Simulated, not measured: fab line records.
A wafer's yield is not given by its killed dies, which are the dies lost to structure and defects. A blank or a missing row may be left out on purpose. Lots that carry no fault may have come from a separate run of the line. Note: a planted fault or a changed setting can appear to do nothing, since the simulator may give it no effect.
One fault seen from 2 desks || flow berkeleyCmos170 || each desk has only its own numbers; what lay behind them comes last

== FROM THE METROLOGY DESK ==
What the gauges read, lot by lot, whatever tool the lot ran on: means of the sampled wafers that have a number. Any lot whose mean is over 4 standard deviations away from the usual mean is out of limits and marked OUT; that distance is given in the brackets.
Columns: A = PLDD_TW at UCB170_PLDD_TW_MEAS_11, usual 1012; B = cdNm at UCB170_NLDD_CD_MEAS_06, usual 1200.0 nm; C = NLDD_OVL at UCB170_NLDD_OVL_MEAS_07, usual 5 nm
{"lot": "L859", "first seen here": "day 7 15:38", "A": 1008, "B": 1199.0, "C": 7}
{"lot": "L868", "first seen here": "day 9 15:05", "A": 1015, "B": 1199.7, "C": 6}
{"lot": "L869", "first seen here": "day 10 02:50", "A": 1015, "B": 1201.1, "C": 1}
{"lot": "L870", "first seen here": "day 10 03:44", "A": 1016, "B": 1202.1, "C": 12}
{"lot": "L871", "first seen here": "day 10 03:57", "A": 1009, "B": 1199.4, "C": 7}
{"lot": "L875", "first seen here": "day 11 07:52", "A": 1005, "B": 1200.0, "C": 12}
Result from this desk: across the 6 lots, nothing is out of limits.

== AT THE TOOL OWNER'S DESK: implanter-01 ==
The tool's own readings at UCB170_NLDD_IMPLANT_08, given as means over the sampled wafers that have a number, one for each lot that went through this tool. Any lot whose mean is over 4 standard deviations away from the usual mean is out of limits and marked OUT; that distance is given in the brackets.
Columns: A = beamEnergyKeV at UCB170_NLDD_IMPLANT_08, usual 29.999
{"lot": "L859", "first seen here": "day 7 17:00", "A": 30.003}
{"lot": "L868", "first seen here": "day 9 17:46", "A": "30.727 (+83) OUT"}
{"lot": "L870", "first seen here": "day 10 05:08", "A": "30.730 (+83) OUT"}
This desk finds L868, L870 out of limits, L868 being first, at day 9 17:46 (beamEnergyKeV at UCB170_NLDD_IMPLANT_08). L859: within limits.

== PUT TOGETHER ==
The tool owner's desk had the chance to raise an alarm at day 9 17:46 on L868, L870.
Metrology desk: nothing out of limits seen.
The metrology desk has L868, L870 on record, within its limits.
UCB170_NLDD_IMPLANT_08 was run on implanter-01 by each of the lots named.

== WHAT THE SIMULATOR HAD INSERTED ==
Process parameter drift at UCB170_NLDD_IMPLANT_08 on implanter-01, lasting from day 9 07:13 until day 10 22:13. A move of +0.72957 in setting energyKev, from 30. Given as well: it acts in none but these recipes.
Shown lots that were struck: L868, L870.
How many hours passed from the start of the fault until each desk's first out-of-limits reading: the tool owner's desk, 11.
